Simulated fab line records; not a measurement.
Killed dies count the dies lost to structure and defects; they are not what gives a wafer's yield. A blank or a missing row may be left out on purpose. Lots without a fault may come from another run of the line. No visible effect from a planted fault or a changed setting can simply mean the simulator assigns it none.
Problem report in the 8D (eight disciplines) form, filled by code -- flow berkeley cmos170 -- the parts of the form that need people (team, actions taken, sign-off) are left out

1. THE ISSUE
Mean of strip time to endpoint s at UCB170_V2_STRIP_15: 13.69 s across 6 wafers in 2 lots; on wafers with no fault it is 15.35 s (standard deviation 0.12). Relative to the usual mean, that is a shift of -14 standard deviations.
The step: strips in O2.
Earliest sighting: wafer L349.3 on plasma asher-02 at day 9 08:35. The record holds 42 wafers of 14 lots with a number at this step. Rule for "out", or "out of limits": more than 4 standard deviations from the usual mean. The rest of the wafers with a number are treated as sound.

2. WHAT IT IS AND WHAT IT IS NOT
question,is,is not
which readings at this step,strip time to endpoint s,"chamber pressure mTorr, drypump motor current A"
which lots,"L349, L354","L339, L340, L342, L344, L347, L348, L350, L355, L356, L359, L360, L362"
which wafers of those lots,all that have a number,-
read on which tools,"plasma asher-02, plasma asher-03",plasma asher-04
when,from day 9 08:35,"up to then (21 sound wafers); but 15 sound wafers of L355, L356, L359, L360, L362 came after"

3. THE SUSPECTS, EACH WITH WHAT RULES IT OUT
Counting: a tool at a process step up to the reading stays a suspect if it ran every lot that is out and no sound lot after the first of them.
- litho track-02 at UCB170_V2_COAT_07 (resist thk 900 nm): kept. All lots that are out passed through it, beginning with L349 at day 9 07:14, and no sound lot followed; its final sound lot before that point was L348 at day 8 23:06.
After counting, what remains is litho track-02 at UCB170_V2_COAT_07.

4. THE CAUSE (what the simulator had put in)
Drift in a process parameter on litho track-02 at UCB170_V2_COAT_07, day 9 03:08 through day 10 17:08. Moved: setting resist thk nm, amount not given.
This tool alone remained once counting was done.

5. THE EFFECT CHAIN, in route order
One row per reading whose mean, taken over the struck wafers that have a number, lies over 3 standard deviations from the usual. Readings are gone through only where the record gives a usual standard deviation; hours: the median, over the lots, of the time from a lot's start at the first step in this table giving one to that lot's start at this step; sigmas: the change measured in usual standard deviations.
hours,step,reading,usual,on struck wafers,change,sigmas
0,UCB170_V2_STRIP_15,strip time to endpoint s,15.35 s,13.69,-1.66,-14
It contains these process steps:
- UCB170_V2_STRIP_15: strips in O2.

6. HOW IT WOULD HAVE BEEN CAUGHT EARLIER
5 hours passed between the start of the fault at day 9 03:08 and the first reading out of limits in this record, taken at day 9 08:35.
Tool readings at UCB170_V2_COAT_07 with a usual standard deviation given in the record: none out on any struck wafer, hence no alarm at a limit of 4 standard deviations on them.
Among the 2 lots that are out, L354 began UCB170_V2_COAT_07 on litho track-02 after day 9 08:35. A tool hold placed at that time would have kept it from harm.
